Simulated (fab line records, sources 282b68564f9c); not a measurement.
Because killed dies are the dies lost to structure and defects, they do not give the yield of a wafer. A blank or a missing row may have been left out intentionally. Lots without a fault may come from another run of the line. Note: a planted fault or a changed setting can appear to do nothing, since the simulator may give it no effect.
Split-lot study	flow ritCmos	21 wafers read across 5 lots, on a route 202 steps long

## THE SPLIT
At RIT_GATE_DEVELOP_15 (develop time 50 s), the setting developTimeS was moved away from the recipe's 50 s on 8 of the 21 wafers read, by -37.6% to +51.4%. The other wafers ran this setting at the recipe's value.

## FROM THE SPLIT TO THE READING: what the file shows between them, 14 steps
- RIT_REOX_OXIDATION_03: target thk 25.2 nm, ox time 5580 s (also split here: oxTimeS)
- RIT_REOX_THK_MEAS_04
- RIT_NLDD_HMDS_00: prime time 60 s
- RIT_NLDD_COAT_01: resist thk 1000 nm
- RIT_PLDD_STRIP_09: strips in O2, time 180 s
- RIT_SPACER_CLEAN_00: cleans in SC1, time 600 s
- RIT_SPACER_ETCHBACK_05: etches Si3N4 in SF6/CHF3, stops on SiO2, target depth 250 nm, time 240 s (also split here: targetDepthA)
- RIT_NSD_HMDS_00: prime time 60 s
- RIT_NSD_COAT_01: resist thk 1000 nm
- RIT_SDANNEAL_CLEAN_00: cleans in SC1, time 600 s
- RIT_SDANNEAL_CLEAN_01: cleans in dHF, time 30 s
- RIT_SILICIDE_SPUTTER_01: material Ti, target thk 30 nm, time 240 s (also split here: timeS)
- RIT_SILICIDE_RS_MEAS_02: measures by four-point-probe
- RIT_SILICIDE_THK_MEAS_03: measures by xrf

## THE READING
etest.ppolyLine.lineOhmUm (the simulator's own value, which no gauge read), at RIT_M1_PROBE_99. No usual value for it is given in the file. Here, 13 wafers ran the recipe; their average is 152.65 with a standard deviation of 11.

wafer	tool, chamber at the split	developTimeS as run, s	against the recipe	etest.ppolyLine.lineOhmUm	against lot-mates on the recipe
L075.2	lithoTrack-04, 0	50	recipe	164.2	-
L075.4	lithoTrack-04, 0	50	recipe	162.8	-
L075.6	lithoTrack-04, 0	50	recipe	162.4	-
L078.1	lithoTrack-02, 0	50	recipe	149.3	-
L078.3	lithoTrack-02, 0	50	recipe	134.2	-
L078.6	lithoTrack-02, 0	50	recipe	147.4	-
L079.1	lithoTrack-01, 0	40.51	-19.0%	108.8	-44.90
L079.2	lithoTrack-01, 0	50	recipe	153.7	-
L079.5	lithoTrack-01, 0	40.51	-19.0%	98.84	-54.86
L084.1	lithoTrack-02, 0	50	recipe	156.5	-
L084.2	lithoTrack-02, 0	50	recipe	137.7	-
L084.3	lithoTrack-02, 0	31.22	-37.6%	80.74	-62.23
L084.4	lithoTrack-02, 0	31.22	-37.6%	67.59	-75.38
L084.5	lithoTrack-02, 0	31.22	-37.6%	80.58	-62.39
L084.6	lithoTrack-02, 0	50	recipe	134.7	-
L085.1	lithoTrack-04, 0	75.72	+51.4%	634.8	+474.30
L085.2	lithoTrack-04, 0	50	recipe	166.8	-
L085.3	lithoTrack-04, 0	50	recipe	151.1	-
L085.4	lithoTrack-04, 0	75.72	+51.4%	622.2	+461.70
L085.5	lithoTrack-04, 0	75.72	+51.4%	667.1	+506.60
L085.6	lithoTrack-04, 0	50	recipe	163.6	-

FIT RESULTS
A straight line over all 21 wafers: etest.ppolyLine.lineOhmUm changes by +6.65 for each +1% of developTimeS; r = +0.92; the points scatter about the line by 76.
The same after taking each lot's own level away (the mean of its wafers on the recipe; 21 wafers): +6.47 for each +1%; r = +0.91; scatter 77.
On that fit, the largest move of developTimeS shifts the reading by 3.3e+02.
From 142.967 to 163.133: that is the span of the lots' own levels, equal to 1.8 times the standard deviation above.
The two slopes are in agreement: the lot-to-lot level therefore moves the slope only a little.
Check: for one of the wafers moved furthest among these (+51.4%), held out of the fit, the line's prediction against its lot-mates is +357. It came out at +474 against them.

## ADDITIONAL SPLITS CARRIED BY THESE WAFERS
Note: prior to the reading, these wafers also went through further splits. Each is held against what the fit with the lots' levels taken away leaves over:
other split on the same wafers	wafers away from the commonest value	r with etest.ppolyLine.lineOhmUm (lot level and that fit taken away)
RIT_ACTIVE_DEVELOP_10 developTimeS	5	-0.14
RIT_ACTIVE_ETCH_13 targetDepthA	7	+0.38
RIT_REOX_OXIDATION_03 oxTimeS	15	+0.13
RIT_SPACER_ETCHBACK_05 targetDepthA	3	+0.30
RIT_SILICIDE_SPUTTER_01 timeS	8	+0.01

## THE WHOLE CHAIN: every reading that the file lists as answering this split, in the file's order
step	what it does	reading	change (the file's fit)	r (the file's)
RIT_M1_PROBE_99		etest.pmos_0p15.rOnOhmUm (the simulator's own value, which no gauge read)	-51.3 for each +1% of the setting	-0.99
RIT_M1_PROBE_99		etest.nmos_0p15.rOnOhmUm (the simulator's own value, which no gauge read)	-16.2 for each +1% of the setting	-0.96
RIT_M1_PROBE_99		etest.pmosTurned.rOnOhmUm (the simulator's own value, which no gauge read)	-40.2 for each +1% of the setting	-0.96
RIT_M1_PROBE_99		etest.pmos_0p3.rOnOhmUm (the simulator's own value, which no gauge read)	-38 for each +1% of the setting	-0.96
RIT_M1_PROBE_99		etest.nmos_0p3.rOnOhmUm (the simulator's own value, which no gauge read)	-10.7 for each +1% of the setting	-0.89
RIT_M1_PROBE_99		etest.npolyLine.lineOhmUm (the simulator's own value, which no gauge read)	+6.85 for each +1% of the setting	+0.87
RIT_M1_PROBE_99		etest.ppolyLine.lineOhmUm (the simulator's own value, which no gauge read)	+6.56 for each +1% of the setting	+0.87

## FILE'S OWN FIT
etest.ppolyLine.lineOhmUm changes by +6.56 for each +1% of developTimeS, r = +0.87.
